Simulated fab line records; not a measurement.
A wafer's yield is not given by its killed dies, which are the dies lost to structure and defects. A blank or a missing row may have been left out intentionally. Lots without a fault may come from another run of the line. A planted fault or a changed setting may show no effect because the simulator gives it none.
Which tool was responsible? || flow berkeleyCmos170 || 7 lots (21 wafers sampled), 1 step of a 331-step route

## WHAT THE GAUGES READ, wafer by wafer
UCB170_START_BOW_MEAS_00.
{"lot": "L387", "measured": "day 1 20:00", "on": "filmMetro-03", "INCOMING_BOW (um)": "-2 14 -8"}
{"lot": "L389", "measured": "day 2 06:02", "on": "filmMetro-04", "INCOMING_BOW (um)": "-1 1 3"}
{"lot": "L392", "measured": "day 2 21:04", "on": "filmMetro-04", "INCOMING_BOW (um)": "5 -7 2"}
{"lot": "L395", "measured": "day 3 12:00", "on": "filmMetro-03", "INCOMING_BOW (um)": "1 10 0"}
{"lot": "L397", "measured": "day 3 22:04", "on": "filmMetro-04", "INCOMING_BOW (um)": "3 -12 2"}
{"lot": "L403", "measured": "day 5 04:01", "on": "filmMetro-03", "INCOMING_BOW (um)": "-7 12 -10"}
{"lot": "L407", "measured": "day 6 00:01", "on": "filmMetro-03", "INCOMING_BOW (um)": "-1 0 -7"}

## EACH LOT AND THE TOOL THAT RAN IT (in order: tool; ch and the chambers of the sampled wafers; start)
There is no process step in the record ahead of these readings.

## THE ANSWER, worked out from the rows above alone
Rule: what is usual is taken from the lots themselves. Put in order of their means at a reading, lots are off if they are a third of the lots or fewer, leave a main group of 4 or more, and stand apart from it by a gap of 3 or more times the standard deviation of the main group's means; of several such gaps the widest counts. Not used: any main group whose means are identical at the precision the tables above print for the reading. A lot without any number at a reading at which 4 lots or more have one is off too. Any other lot the step has rows for is counted as sound.
Across all readings shown, no lot is off: no conclusion can be drawn from this.

## WHAT THE SIMULATOR HAD PUT IN
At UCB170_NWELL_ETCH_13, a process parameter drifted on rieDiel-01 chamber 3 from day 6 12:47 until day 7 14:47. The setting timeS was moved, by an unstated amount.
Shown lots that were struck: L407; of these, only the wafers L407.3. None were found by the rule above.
